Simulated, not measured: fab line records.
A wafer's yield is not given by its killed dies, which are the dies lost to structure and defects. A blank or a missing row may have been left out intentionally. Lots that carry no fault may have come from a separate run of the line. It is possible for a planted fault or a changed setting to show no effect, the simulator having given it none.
Split-lot trial    flow berkeley_cmos170    route with 331 steps; 5 lots, 23 wafers read

## THE SPLIT ITSELF
At UCB170_PWELL_OXIDATION_02 (target thk 26.4 nm, ox time 1260 s), the setting temp_c was moved away from the recipe's 1000 C on 15 of the 23 wafers read, by +1.8% to +2.6%. For the rest of the wafers, this setting stayed at what the recipe calls for.

Split to reading: the file shows no intervening step.

## THE READING
PWELL_OXIDE_THK (nm), taken at UCB170_PWELL_THK_MEAS_03. Fault-free wafers of this fab line usually give 26.2 nm, standard deviation 0.42 nm.

wafer   tool, chamber at the split  temp_c as run, C  against the recipe  PWELL_OXIDE_THK, nm  against lot-mates on the recipe
L074.1  -, -                        1025              +2.5%               32.3                 no lot-mate on the recipe
L074.3  -, -                        1025              +2.5%               32.4                 no lot-mate on the recipe
L074.4  -, -                        1025              +2.5%               32.9                 no lot-mate on the recipe
L074.5  -, -                        1025              +2.5%               32.0                 no lot-mate on the recipe
L074.6  -, -                        1025              +2.5%               32.3                 no lot-mate on the recipe
L075.1  -, -                        1018              +1.8%               30.9                 no lot-mate on the recipe
L075.3  -, -                        1018              +1.8%               30.7                 no lot-mate on the recipe
L075.4  -, -                        1018              +1.8%               31.1                 no lot-mate on the recipe
L075.5  -, -                        1018              +1.8%               30.6                 no lot-mate on the recipe
L075.6  -, -                        1018              +1.8%               30.9                 no lot-mate on the recipe
L076.2  furnace-04, 0               1000              recipe              25.8                 -
L076.5  furnace-04, 0               1000              recipe              26.3                 -
L076.6  furnace-04, 0               1000              recipe              26.2                 -
L079.1  -, -                        1000              recipe              26.9                 -
L079.2  -, -                        1000              recipe              26.7                 -
L079.3  -, -                        1000              recipe              27.0                 -
L079.5  -, -                        1000              recipe              26.7                 -
L079.6  -, -                        1000              recipe              26.4                 -
L080.1  -, -                        1026              +2.6%               32.8                 no lot-mate on the recipe
L080.2  -, -                        1026              +2.6%               33.0                 no lot-mate on the recipe
L080.3  -, -                        1026              +2.6%               33.4                 no lot-mate on the recipe
L080.5  -, -                        1026              +2.6%               33.2                 no lot-mate on the recipe
L080.6  -, -                        1026              +2.6%               33.1                 no lot-mate on the recipe

FIT RESULTS
A straight line over all 23 wafers: PWELL_OXIDE_THK changes by +2.45 nm for each +1% of temp_c; r = +0.99; the points scatter about the line by 0.34 nm.
Too few moved wafers with a lot-mate on the recipe to fit a line net of each lot's own level.

## THE WHOLE CHAIN: every reading that the file lists as answering this split, in the file's order
step                       what it does                                                                reading                                                                             change (the file's fit)               r (the file's)
UCB170_PWELL_OXIDATION_02  target thk 26.4 nm, ox time 1260 s                                          SiO2_of_PWELL_OXIDATION_02.thk_nm (the simulator's own value, which no gauge read)  +2.46 nm for each +1% of the setting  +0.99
UCB170_PWELL_THK_MEAS_03                                                                               PWELL_OXIDE_THK                                                                     +2.46 for each +1% of the setting     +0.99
UCB170_PWELL_ETCH_14       etches Si3N4 in CH3F/Ar/O2, stops on SiO2, target depth 242 nm, time 151 s  SiO2_of_PWELL_OXIDATION_02.thk_nm (the simulator's own value, which no gauge read)  +2.44 nm for each +1% of the setting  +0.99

## THE FILE'S OWN FIT
PWELL_OXIDE_THK changes by +2.46 nm for each +1% of temp_c, r = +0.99.
